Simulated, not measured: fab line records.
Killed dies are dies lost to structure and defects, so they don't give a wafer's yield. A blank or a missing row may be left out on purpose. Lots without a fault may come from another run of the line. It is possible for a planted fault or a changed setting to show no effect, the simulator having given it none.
Which tool is to blame? + flow ritCmos + 7 lots with 21 wafers sampled at 2 steps, on a route of 202 steps

## WHAT THE GAUGES READ, wafer by wafer
RIT_GATE_CD_MEAS_90: the cd target is 150 nm.
| lot  | measured    | on       | cdNm (nm)         |
|------|-------------|----------|-------------------|
| L862 | day 3 07:40 | cdSem-02 | 150.4 153.1 150.2 |
| L865 | day 3 19:43 | cdSem-02 | 147.3 145.5 147.3 |
| L872 | day 5 06:10 | cdSem-01 | 151.5 150.8 151.5 |
| L874 | day 5 15:05 | cdSem-01 | - - -             |
| L876 | day 6 01:44 | cdSem-02 | - - -             |
| L878 | day 6 13:46 | cdSem-01 | 145.8 148.2 145.3 |
| L880 | day 6 23:32 | cdSem-01 | 153.1 150.3 151.0 |

## WHICH TOOL RAN EACH LOT (tool, then ch and the chambers of the sampled wafers, then the start)
| lot  | RIT_GATE_ETCH_19               |
|------|--------------------------------|
| L862 | rieSi-01 ch 1,2,3, day 3 07:22 |
| L865 | rieSi-02 ch 0,2, day 3 19:26   |
| L872 | rieSi-01 ch 1,2, day 5 05:50   |
| L874 | rieSi-01 ch 0,1,3, day 5 14:47 |
| L876 | rieSi-01 ch 1,3, day 6 01:26   |
| L878 | rieSi-01 ch 0,2, day 6 13:29   |
| L880 | rieSi-01 ch 0,2,3, day 6 23:13 |
- RIT_GATE_ETCH_19: etches poly-Si in SF6/CHF3/O2, stops on SiO2, time 165 s, target depth 312.5 nm.

## THE ANSWER, worked out from the rows above alone
Rule: the lots themselves supply what counts as usual. Put in order of their means at a reading, lots are off if they are a third of the lots or fewer, leave a main group of 4 or more, and stand apart from it by a gap of 3 or more times the standard deviation of the main group's means; of several such gaps the widest counts. If all means in a main group match to the digits the tables above print for the reading, that group is not used. A lot without any number at a reading at which 4 lots or more have one is off too. Where the step has rows for the other lots, those lots are counted as sound.
Off: L874, L876 (RIT_GATE_CD_MEAS_90, cdNm). Without a number there: L874, L876. For the main group the mean is 149.4 nm and the standard deviation 2.3.
If a tool, at a process step before that reading, ran all the lots that are off and no sound lot after the first of them, it fits. Those tools and the gauges at RIT_GATE_CD_MEAS_90 are tried in the same way. Not one of the candidates tried fits.

## WHAT THE SIMULATOR PUT IN
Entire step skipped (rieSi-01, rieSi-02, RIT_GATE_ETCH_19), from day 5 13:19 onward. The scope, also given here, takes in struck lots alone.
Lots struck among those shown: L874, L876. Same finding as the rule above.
